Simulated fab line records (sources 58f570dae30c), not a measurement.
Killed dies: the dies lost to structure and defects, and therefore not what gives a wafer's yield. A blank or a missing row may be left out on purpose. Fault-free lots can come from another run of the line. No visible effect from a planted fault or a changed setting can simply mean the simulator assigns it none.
Lot-split experiment :: flow berkeley cmos170 :: 5 lots, 23 wafers read, on a route of 331 steps

== THE SPLIT ==
At UCB170_PSD_IMPLANT_08, the setting energy kev was moved away from the recipe's 20 on 4 of the 23 wafers read, by -2.0% to +4.9%. For the rest of the wafers, this setting stayed at what the recipe calls for.

Reading taken at the split's own step.

== THE READING ==
In nm, at UCB170_PSD_IMPLANT_08: implant.drp nm, which is the simulator's own figure and was read by no gauge. The file does not state a usual value for it.

wafer: L077.1
tool, chamber at the split: implanter-01, 0
energy kev as run: 20
against the recipe: recipe
implant.drp nm, nm: 28.34
against lot-mates on the recipe: -

wafer: L077.3
tool, chamber at the split: implanter-01, 0
energy kev as run: 20
against the recipe: recipe
implant.drp nm, nm: 28.34
against lot-mates on the recipe: -

wafer: L077.4
tool, chamber at the split: implanter-01, 0
energy kev as run: 20
against the recipe: recipe
implant.drp nm, nm: 28.34
against lot-mates on the recipe: -

wafer: L077.5
tool, chamber at the split: implanter-01, 0
energy kev as run: 20
against the recipe: recipe
implant.drp nm, nm: 28.34
against lot-mates on the recipe: -

wafer: L077.6
tool, chamber at the split: implanter-01, 0
energy kev as run: 20
against the recipe: recipe
implant.drp nm, nm: 28.34
against lot-mates on the recipe: -

wafer: L076.1
tool, chamber at the split: implanter-03, 0
energy kev as run: 20
against the recipe: recipe
implant.drp nm, nm: 28.34
against lot-mates on the recipe: -

wafer: L076.2
tool, chamber at the split: implanter-03, 0
energy kev as run: 20
against the recipe: recipe
implant.drp nm, nm: 28.34
against lot-mates on the recipe: -

wafer: L076.6
tool, chamber at the split: implanter-03, 0
energy kev as run: 20
against the recipe: recipe
implant.drp nm, nm: 28.34
against lot-mates on the recipe: -

wafer: L078.1
tool, chamber at the split: implanter-01, 0
energy kev as run: 20
against the recipe: recipe
implant.drp nm, nm: 28.34
against lot-mates on the recipe: -

wafer: L078.3
tool, chamber at the split: implanter-01, 0
energy kev as run: 20
against the recipe: recipe
implant.drp nm, nm: 28.34
against lot-mates on the recipe: -

wafer: L078.4
tool, chamber at the split: implanter-01, 0
energy kev as run: 20
against the recipe: recipe
implant.drp nm, nm: 28.34
against lot-mates on the recipe: -

wafer: L078.5
tool, chamber at the split: implanter-01, 0
energy kev as run: 20.99
against the recipe: +4.9%
implant.drp nm, nm: 29.45
against lot-mates on the recipe: +1.11

wafer: L078.6
tool, chamber at the split: implanter-01, 0
energy kev as run: 20.99
against the recipe: +4.9%
implant.drp nm, nm: 29.45
against lot-mates on the recipe: +1.11

wafer: L080.1
tool, chamber at the split: implanter-01, 0
energy kev as run: 20
against the recipe: recipe
implant.drp nm, nm: 28.34
against lot-mates on the recipe: -

wafer: L080.2
tool, chamber at the split: implanter-01, 0
energy kev as run: 20
against the recipe: recipe
implant.drp nm, nm: 28.34
against lot-mates on the recipe: -

wafer: L080.6
tool, chamber at the split: implanter-01, 0
energy kev as run: 20
against the recipe: recipe
implant.drp nm, nm: 28.34
against lot-mates on the recipe: -

wafer: L080.4
tool, chamber at the split: implanter-01, 0
energy kev as run: 19.6
against the recipe: -2.0%
implant.drp nm, nm: 27.94
against lot-mates on the recipe: -0.40

wafer: L080.5
tool, chamber at the split: implanter-01, 0
energy kev as run: 19.6
against the recipe: -2.0%
implant.drp nm, nm: 27.94
against lot-mates on the recipe: -0.40

wafer: L085.1
tool, chamber at the split: implanter-01, 0
energy kev as run: 20
against the recipe: recipe
implant.drp nm, nm: 28.34
against lot-mates on the recipe: -

wafer: L085.2
tool, chamber at the split: implanter-01, 0
energy kev as run: 20
against the recipe: recipe
implant.drp nm, nm: 28.34
against lot-mates on the recipe: -

wafer: L085.3
tool, chamber at the split: implanter-01, 0
energy kev as run: 20
against the recipe: recipe
implant.drp nm, nm: 28.34
against lot-mates on the recipe: -

wafer: L085.4
tool, chamber at the split: implanter-01, 0
energy kev as run: 20
against the recipe: recipe
implant.drp nm, nm: 28.34
against lot-mates on the recipe: -

wafer: L085.6
tool, chamber at the split: implanter-01, 0
energy kev as run: 20
against the recipe: recipe
implant.drp nm, nm: 28.34
against lot-mates on the recipe: -

THE FIT
A straight line over all 23 wafers: implant.drp nm changes by +0.22 nm for each +1% of energy kev; r = +1.00; the points scatter about the line by 0.013 nm.
The same after taking each lot's own level away (the mean of its wafers on the recipe; 23 wafers): +0.22 nm for each +1%; r = +1.00; scatter 0.013 nm.
On that fit, the largest move of energy kev shifts the reading by 1.1 nm.
The lots' own levels span 28.340 to 28.340 nm.
Hence the lot-to-lot level has little effect on the slope; both slopes agree.
Check: with one of the wafers moved furthest among these (+4.9%) left out of the fit, the line predicts +1.08 nm for it against its lot-mates. It came out at +1.11 nm against them.

== THE OTHER SPLITS THESE WAFERS WENT THROUGH ==
These wafers also went through other splits before the reading. Each is held against what the fit with the lots' levels taken away leaves over:
other split on the same wafers: UCB170_NLDD_IMPLANT_08 dose cm2
wafers away from the commonest value: 6
r with implant.drp nm (lot level and that fit taken away): +0.11

other split on the same wafers: UCB170_NLDD_STRIP_10 o2 flow sccm
wafers away from the commonest value: 9
r with implant.drp nm (lot level and that fit taken away): +0.23

== THE WHOLE CHAIN: every reading that the file lists as answering this split, in the file's order ==
step: UCB170_PSD_IMPLANT_08
what it does: 
reading: implant.rp nm (the simulator's own value, which no gauge read)
change (the file's fit): +0.648 nm for each +1% of the setting
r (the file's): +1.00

step: UCB170_PSD_IMPLANT_08
what it does: 
reading: implant.drp nm (the simulator's own value, which no gauge read)
change (the file's fit): +0.221 nm for each +1% of the setting
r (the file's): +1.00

step: UCB170_PSD_STRIP_09
what it does: strips in O2
reading: strip time to endpoint s
change (the file's fit): withheld for each +1% of the setting
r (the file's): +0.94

== THE FILE'S OWN FIT ==
implant.drp nm changes by +0.221 nm for each +1% of energy kev, r = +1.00.
